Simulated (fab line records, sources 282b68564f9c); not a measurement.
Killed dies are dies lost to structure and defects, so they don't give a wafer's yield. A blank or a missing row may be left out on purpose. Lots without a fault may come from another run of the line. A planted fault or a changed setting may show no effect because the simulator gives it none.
Problem report in the 8D (eight disciplines) form, filled by code | flow rit_cmos | the parts of the form that need people (team, actions taken, sign-off) are left out

1. THE PROBLEM
run_length_s at RIT_PLDD_STRIP_09 reads a mean of 72.38 s on 3 wafers of 1 lot; wafers without a fault read 208.39 s with a standard deviation of 0.29. That is -99 or more standard deviations from the usual mean.
The step: strips in O2, time 180 s.
First seen on wafer L313.4, day 4 17:43, on plasma_asher-04. The record holds 39 wafers of 13 lots with a number at this step. Rule for "out", or "out of limits": more than 4 standard deviations from the usual mean. The other wafers with a number count as sound.

2. WHAT IT IS AND WHAT IT IS NOT
question                    | is                     | is not
which readings at this step | run_length_s           | drypump_motor_current_A
which lots                  | L313                   | L304, L305, L306, L307, L308, L309, L317, L322, L324, L325, L326, L327
which wafers of those lots  | all that have a number | -
read on which tools         | plasma_asher-04        | plasma_asher-01, plasma_asher-03
when                        | from day 4 17:43       | up to then (18 sound wafers); but 18 sound wafers of L317, L322, L324, L325, L326, L327 came after

3. SUSPECTS, AND WHAT RULES EACH OUT
Counting: a tool at a process step up to the reading stays a suspect if it ran every lot that is out and no sound lot after the first of them.
- plasma_asher-04 at RIT_PLDD_STRIP_09 (strips in O2, time 180 s): ruled out as a lasting fault. Sound lots L324 ran on it after its first lot that is out, L313 (day 4 17:43).
Left after counting: nothing in the record.

4. THE CAUSE (what the simulator had put in)
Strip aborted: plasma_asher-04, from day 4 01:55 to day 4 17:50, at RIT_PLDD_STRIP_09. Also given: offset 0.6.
Counting ruled it out, wrongly.

5. THE CHAIN OF EFFECTS, in route order
Each row: a reading whose mean over the struck wafers that have a number lies more than 3 standard deviations from the usual. Only readings for which the record gives a usual standard deviation are gone through. hours: the time from each lot's start at the first step in this table that gives one to its start at this step, as a median over the lots. sigmas: the change in usual standard deviations.
hours | step              | reading      | usual    | on struck wafers | change  | sigmas
0     | RIT_PLDD_STRIP_09 | run_length_s | 208.39 s | 72.38            | -136.01 | -99 or more
The process steps in it:
- RIT_PLDD_STRIP_09: strips in O2, time 180 s.

6. WHAT WOULD HAVE CAUGHT IT SOONER
In this record the first reading out of limits was taken at day 4 17:43, 16 hours after the fault began at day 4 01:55.
